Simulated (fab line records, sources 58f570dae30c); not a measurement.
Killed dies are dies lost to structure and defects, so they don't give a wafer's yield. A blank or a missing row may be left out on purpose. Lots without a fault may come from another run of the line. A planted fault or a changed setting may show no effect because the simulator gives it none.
fab line records | flow berkeley_cmos170
record lots=6 wafers=18 last_day=12
route steps=331 shown PFIELD@88 FIELD@89 SACOX@97 SCREENOX@100
lots that met no fault: from a run of the same line without faults
start_h: hours from the record's first day to the start of the lot's first wafer shown | wait_h: hours since the lot's step before | " the same as in the row above | L1.1+2: a row that stands for several wafers | - no value, or no start given | * or withheld: withheld | < > ~ a bound
route shown NAME@n: a module of which the file shows steps, and the number in the route of the first | usual: mean/standard deviation of fault-free wafers | same: alike in all rows | chamber/n: place in a boat | sites: the reading at each site | _std_site: their standard deviation | _edge_site: outer sites' mean less inner sites' | radius_mm: how far each site lies from the wafer's centre | mask NAME#n: copy n | behind: the tool/chamber that last shaped the wafer | hold: why the lot was held/for how many hours/how that ended | device: the transistor (n, p or np) that didn't switch | end of line: the same wafers' tests at the end of the route | a step without rows: its recipe alone | killed: dies lost to structure and defects at the first sort, not the wafer's yield | map: a wafer's dies, x killed, . not, _ none there
set.NAME: the setting as run; set.NAME@STEP: as run at that earlier step | model.NAME: the simulator's own value behind a step, which no gauge read
lots at some steps of the route; a table a step, a row a wafer
## steps
# step UCB170_PFIELD_TW_MEAS_09
# usual PFIELD_TW=602/9.5
# columns lot.wafer tool chamber start_h wait_h PFIELD_TW
L405.1 film_metro-01 - 88.56 0.1 611
L405.2 " - " " 607
L405.3 " - " " 611
L406.1 film_metro-03 - 97.39 0.1 605
L406.2 " - " " 601
L406.4 " - " " 599
L407.1 film_metro-01 - 105.98 0.1 615
L407.5 " - " " 616
L407.6 " - " " 612
L416.1 film_metro-02 - 158.02 0.1 590
L416.3 " - " " 592
L416.5 " - " " 592
L420.1 film_metro-03 - 181.79 0.1 606
L420.5 " - " " 607
L420.6 " - " " 607
L424.2 film_metro-03 - 204.65 0.1 603
L424.4 " - " " 604
L424.6 " - " " 605
# step UCB170_FIELD_CLEAN_00
# recipe chemistry=dHF dilution=25:1 time_s=7.5
# step UCB170_FIELD_OXIDATION_01
# recipe temp_c=1000 ambient=H2O p_h2o_torr=584.62 target_thk_a=5583 ox_time_s=7200
# step UCB170_FIELD_THK_MEAS_02
# recipe reads=SiO2_of_FIELD_OXIDATION_01
# usual FIELD_OXIDE_THK=562/12
# columns lot.wafer tool chamber start_h wait_h FIELD_OXIDE_THK[nm]
L405.1 film_metro-04 - 93.06 0.0 545
L405.2 " - " " 551
L405.3 " - " " 559
L406.1 film_metro-04 - 103.16 0.0 554
L406.2 " - " " 541
L406.4 " - " " 548
L407.1 film_metro-04 - 116.24 0.0 564
L407.5 " - " " 573
L407.6 " - " " 566
L416.1 film_metro-03 - 165.05 0.0 567
L416.3 " - " " 569
L416.5 " - " " 572
L420.1 film_metro-03 - 186.05 0.0 582
L420.5 " - " " 587
L420.6 " - " " 581
L424.2 film_metro-03 - 208.78 0.0 562
L424.4 " - " " 576
L424.6 " - " " 559
# step UCB170_FIELD_ANNEAL_03
# recipe temp_c=1000 time_s=1200 ambient=N2
# step UCB170_FIELD_WET_ETCH_04
# recipe chemistry=dHF dilution=10:1 target=SiO2 temp_c=25 time_s=60
# step UCB170_FIELD_WET_ETCH_05
# recipe chemistry=H3PO4 target=Si3N4 temp_c=160 time_s=12600
# step UCB170_FIELD_WET_ETCH_06
# recipe chemistry=BOE dilution=5:1 target=SiO2 temp_c=25 time_s=22
# step UCB170_FIELD_THK_MEAS_90
# recipe reads=SiO2_of_FIELD_OXIDATION_01
# usual FIELD_OXIDE_LEFT_1_THK=446/12
# columns lot.wafer tool chamber start_h wait_h FIELD_OXIDE_LEFT_1_THK[nm]
L405.1 film_metro-04 - 99.23 0.0 429
L405.2 " - " " 435
L405.3 " - " " 443
L406.1 film_metro-03 - 114.52 0.0 437
L406.2 " - " " 423
L406.4 " - " " 430
L407.1 film_metro-03 - 123.80 0.0 448
L407.5 " - " " 457
L407.6 " - " " 449
L416.1 film_metro-03 - 175.48 0.0 451
L416.3 " - " " 453
L416.5 " - " " 455
L420.1 film_metro-04 - 192.92 0.0 464
L420.5 " - " " 470
L420.6 " - " " 463
L424.2 film_metro-03 - 217.22 0.1 446
L424.4 " - " " 460
L424.6 " - " " 443
# step UCB170_SACOX_CLEAN_00
# recipe chemistry=dHF dilution=25:1 time_s=7.5
# step UCB170_SACOX_OXIDATION_01
# recipe temp_c=900 ambient=O2 target_thk_a=144 ox_time_s=2400
# step UCB170_SACOX_THK_MEAS_02
# recipe reads=SiO2_of_SACOX_OXIDATION_01
# usual SACOX_OXIDE_THK=14.62/0.25
# columns lot.wafer tool chamber start_h wait_h SACOX_OXIDE_THK[nm]
L405.1 film_metro-04 - 105.57 0.0 14.67
L405.2 " - " " 14.65
L405.3 " - " " 14.69
L406.1 film_metro-03 - 118.37 0.0 14.34
L406.2 " - " " 14.39
L406.4 " - " " 14.29
L407.1 film_metro-02 - 127.72 0.0 14.58
L407.5 " - " " 14.25
L407.6 " - " " 14.67
L416.1 film_metro-04 - 178.89 0.0 14.93
L416.3 " - " " 14.89
L416.5 " - " " 14.68
L420.1 film_metro-03 - 198.46 0.0 14.71
L420.5 " - " " 14.58
L420.6 " - " " 14.80
L424.2 film_metro-04 - 219.85 0.1 15.06
L424.4 " - " " 14.84
L424.6 " - " " 14.87
# step UCB170_SCREENOX_WET_ETCH_00
# recipe chemistry=dHF dilution=25:1 target=SiO2 temp_c=25 time_s=200
# usual bath_heat_duty_pct=6.5/0.82 run_length_s=226.8/3 time_s=200/0
# columns lot.wafer tool chamber start_h wait_h bath_heat_duty_pct run_length_s time_s model.SiO2_of_SACOX_OXIDATION_01.thk_nm
L405.1 wet_bench-01 2 105.63 0.1 7.2 225.1 200 0
L405.2 " 2 " " 5.4 225.1 200 0
L405.3 " 2 " " 6.0 225.1 200 0
L406.1 wet_bench-01 0 118.43 0.1 - - - 14.35
L406.2 " 0 " " - - - 14.39
L406.4 " 0 " " - - - 14.31
L407.1 wet_bench-02 1 127.78 0.1 - - - 14.56
L407.5 " 1 " " - - - 14.22
L407.6 " 1 " " - - - 14.64
L416.1 wet_bench-02 3 179.11 0.2 6.7 223.5 200 0
L416.3 " 3 " " 6.7 223.5 200 0
L416.5 " 3 " " 6.3 223.5 200 0
L420.1 wet_bench-01 2 198.52 0.1 5.2 225.4 200 0
L420.5 " 2 " " 5.7 225.4 200 0
L420.6 " 2 " " 6.3 225.4 200 0
L424.2 wet_bench-02 2 219.91 0.0 5.6 233.2 200 0
L424.4 " 2 " " 7.6 233.2 200 0
L424.6 " 2 " " 5.6 233.2 200 0
# step UCB170_SCREENOX_OXIDATION_01
# recipe temp_c=900 ambient=O2 target_thk_a=144 ox_time_s=2400
## key
first_sign step=UCB170_SCREENOX_WET_ETCH_00 reading=tool_record direction=missing
effect none on later readings
model_effect step=UCB170_SCREENOX_WET_ETCH_00 value=SiO2_of_SACOX_OXIDATION_01.thk_nm without=0 struck=14.41
met_at UCB170_SCREENOX_WET_ETCH_00
struck_wafers L406.1,L406.2,L406.4,L407.1,L407.5,L407.6
later_rows_left_out L406.1,L406.2,L406.4,L407.1,L407.5,L407.6
sort_left_out L406.1,L406.2,L406.4,L407.1,L407.5,L407.6
tester_left_out L406,L407
onset_between 105.63 118.43
fault kind=skipped_step_whole tool=wet_bench-01,wet_bench-02 chamber=- onset_h=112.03 steps=UCB170_SCREENOX_WET_ETCH_00 scope=struck_lots_only
# tester_left_out: of these lots the tester's yield and bins aren't shown, on N5 and GAA mostly nor the transistor test; their killed dies are dies lost to structure and defects alone, not to doping, threshold or leakage, so they don't give the yield
# sort_left_out: the simulated sort isn't trusted on such a fault, so these wafers' sort isn't shown, and their yield isn't known
# later_rows_left_out: the simulator's readings of these wafers behind a module that went badly wrong aren't trusted and aren't shown, but for the sort
